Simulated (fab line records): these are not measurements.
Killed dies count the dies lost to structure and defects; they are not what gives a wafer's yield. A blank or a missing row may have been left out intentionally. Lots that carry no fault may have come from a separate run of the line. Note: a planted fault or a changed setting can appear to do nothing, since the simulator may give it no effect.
A lot that was struck, set against a sound lot    flow rit cmos    18 steps out of a route of 202
Sound: wafers L874.2, L874.3, L874.6. Wafers struck: L865.3, L865.5, L865.6. The cause is given at the end.
At each step with rows: each side's tool, then ch and its chambers, then its first start. Under that, the readings that differ: sound wafers    struck wafers    difference of the means    sigmas: that difference in standard deviations of wafers without a fault.
alike: words and numbers the same on both sides, and readings whose means are apart by under 2 such deviations; not compared: readings that were withheld, readings missing a value for some wafer, numbers with overlapping values and no deviation given by the record, and bounds like >300 which may hide the same value.
A row with sigmas, a row that says differs or no value, or rows on one side alone: a step with any of these is where the two part. Numbers that don't overlap but have no deviation are shown without sigmas and don't part them. A reading that every wafer of one side lacks parts them only if that side has two wafers or more.

first, 2 steps without rows for these wafers: RIT_NWELL_HARDBAKE_07 (time 120 s); RIT_NWELL_IMPLANT_08.
RIT_NWELL_STRIP_09: strips in O2, time 180 s.
  sound on plasma asher-02 ch 0, day 5 15:01; struck on plasma asher-03 ch 0,1, day 3 18:36
  alike: drypump motor current A
  not compared: rf hours counter h
RIT_NWELL_TW_MEAS_10:
  sound on film metro-02 at day 5 15:13; struck on film metro-03 at day 3 18:44
reading   sound           struck          difference  sigmas
NWELL_TW  2171 2161 2160  2181 2191 2184  +21         +2
then, 6 steps without rows for these wafers: RIT_PWELL_HMDS_00 (prime time 60 s); RIT_PWELL_COAT_01 (resist thk 1300 nm); RIT_PWELL_SOFTBAKE_02 (time 60 s); RIT_PWELL_EXPOSE_03 (exposes mask M3, target cd 43700 nm); RIT_PWELL_PEB_04; RIT_PWELL_DEVELOP_05 (develop time 68 s).
RIT_PWELL_OVL_MEAS_06:
  sound on overlay-02 at day 5 16:08; struck on overlay-01 at day 3 19:40
  alike: PWELL_OVL
then, 1 step without rows for these wafers: RIT_PWELL_HARDBAKE_07 (time 120 s).
RIT_PWELL_IMPLANT_08:
  sound on implanter-04 ch 0, day 5 16:27; struck on implanter-01 ch 0, day 3 20:01
  alike: dose ions cm2
RIT_PWELL_STRIP_09: strips in O2, time 180 s.
  sound on plasma asher-03 ch 0, day 5 16:34; struck on plasma asher-03 ch 0,1, day 3 20:10
  alike: drypump motor current A
  not compared: rf hours counter h
RIT_PWELL_TW_MEAS_10:
  sound on film metro-04 at day 5 16:46; struck on film metro-02 at day 3 20:18
reading   sound        struck       difference  sigmas
PWELL_TW  955 959 963  948 943 946  -13         -3
  not compared: hold
RIT_WELLDRIVE_RS_MEAS_01: a four-point-probe measurement.
  sound on film metro-03 at day 5 21:55; struck on film metro-02 at day 4 01:28
  alike: NWELL_RS
RIT_WELLDRIVE_RS_MEAS_02: a four-point-probe measurement.
  sound on film metro-03 at day 5 22:02; struck on film metro-02 at day 4 01:52
reading            sound              struck             difference  sigmas
PWELL_RS (ohm/sq)  429.3 430.7 429.9  438.9 439.9 439.8  +9.6        +7
  not compared: hold
RIT_M1_PROBE_99:
  the record has rows for the struck wafers here (prober-02, day 5 15:00) and none for the sound ones

WHERE THEY PART
First at RIT_NWELL_TW_MEAS_10; last, within this record, at RIT_M1_PROBE_99.

WHY: the cause the simulator had injected
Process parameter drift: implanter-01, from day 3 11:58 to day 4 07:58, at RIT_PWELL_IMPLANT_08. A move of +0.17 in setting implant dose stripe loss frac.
